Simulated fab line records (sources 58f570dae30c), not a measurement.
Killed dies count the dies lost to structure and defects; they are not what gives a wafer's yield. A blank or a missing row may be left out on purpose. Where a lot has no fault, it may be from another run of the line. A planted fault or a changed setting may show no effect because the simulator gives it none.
Struck lot and sound lot, side by side ; flow berkeley cmos170 ; 18 steps out of a route of 331
Sound: the wafers L792.3, L792.4, L792.6. Struck: wafers L797.3, L797.4, L797.6. The cause is given at the end.
At each step with rows: each side's tool, then ch and its chambers, then its first start. Under that, the readings that differ: sound wafers ; struck wafers ; difference of the means ; sigmas: that difference in standard deviations of wafers without a fault.
alike: words and numbers the same on both sides, and readings whose means are apart by under 2 such deviations; not compared: readings that were withheld, readings missing a value for some wafer, numbers with overlapping values and no deviation given by the record, and bounds like >300 which may hide the same value.
The two part at a step that has a row with sigmas, a row that says differs or no value, or rows on one side only. Numbers that don't overlap but have no deviation are shown without sigmas and don't part them. A reading missing from all wafers of one side parts the sides only when that side holds two or more wafers.

first, 2 steps without rows for these wafers: UCB170_GATE_PEB_10; UCB170_GATE_DEVELOP_11 (develop time 45 s).
UCB170_GATE_CD_MEAS_12: the cd target is 350 nm.
  struck on cd sem-02, day 7 22:46; sound on cd sem-02, day 7 02:29
reading;sound;struck;difference;sigmas
cd nm (nm);348.0 348.0 347.6;351.9 352.4 350.8;+3.8;+3
UCB170_GATE_OVL_MEAS_13:
  struck on overlay-02, day 7 22:51; sound on overlay-02, day 7 02:34
  alike: GATE_OVL
UCB170_GATE_ETCH_14: etches BARC in N2/H2.
  sound on rie diel-01 ch 0,2, day 7 02:35; struck on rie diel-03 ch 0,2,3, day 7 22:53
  alike: drypump motor current A, oes product au, throttle valve pct
UCB170_GATE_ETCH_15: etches poly-Si in HBr/Cl2, stops on SiO2, time 56.3 s, target depth 278.2 nm.
  sound on rie si-01 ch 2,3, day 7 02:38; struck on rie si-01 ch 1,2,3, day 7 22:55
  alike: drypump motor current A, oes product au, throttle valve pct
  not compared: rf hours counter h
UCB170_GATE_STRIP_16: strips in O2.
  sound on plasma asher-01 ch 0,1, day 7 02:43; struck on plasma asher-02 ch 0,1, day 7 23:00
  alike: drypump motor current A, oes product au
  not compared: rf hours counter h
UCB170_GATE_CD_MEAS_90: the cd target is 350 nm.
  struck on cd sem-01, day 7 23:07; sound on cd sem-02, day 7 02:49
reading;sound;struck;difference;sigmas
cd nm (nm);347.6 348.8 348.2;351.1 351.9 350.7;+3.0;+2
then, 4 steps without rows for these wafers: UCB170_GATE_CLEAN_17 (cleans in SPM, time 600 s); UCB170_PLDD_HMDS_00 (prime time 60 s); UCB170_PLDD_COAT_01 (resist thk 900 nm); UCB170_PLDD_SOFTBAKE_02 (time 60 s).
UCB170_PLDD_EXPOSE_03: exposes mask PSELECT, target cd 1200 nm.
  sound on krf scanner-01 ch 0, day 7 04:25; struck on krf scanner-01 ch 0, day 8 02:07
reading;sound;struck;difference;sigmas
exposure dose mJ cm2;30.025 29.990 29.984;31.931 31.942 31.940;+1.938;+78
  alike: mask
then, 2 steps without rows for these wafers: UCB170_PLDD_PEB_04; UCB170_PLDD_DEVELOP_05 (develop time 45 s).
UCB170_PLDD_CD_MEAS_06: the cd target is 1200 nm.
  struck on cd sem-02, day 8 02:57; sound on cd sem-02, day 7 05:22
reading;sound;struck;difference;sigmas
cd nm (nm);1200.6 1200.3 1200.3;1209.8 1211.2 1211.8;+10.5;+9
UCB170_PLDD_OVL_MEAS_07:
  struck on overlay-01, day 8 03:02; sound on overlay-02, day 7 05:27
reading;sound;struck;difference;sigmas
PLDD_OVL (nm);0 -2 -6;6 11 8;+11;+2
UCB170_M3_PROBE_99:
  the record holds rows for the sound wafers here (prober-02, day 8 22:03) but none for the struck ones

## WHERE THEY PART
At UCB170_GATE_CD_MEAS_12 first; at UCB170_M3_PROBE_99 last (within this record only).

WHY: whatever the simulator had introduced
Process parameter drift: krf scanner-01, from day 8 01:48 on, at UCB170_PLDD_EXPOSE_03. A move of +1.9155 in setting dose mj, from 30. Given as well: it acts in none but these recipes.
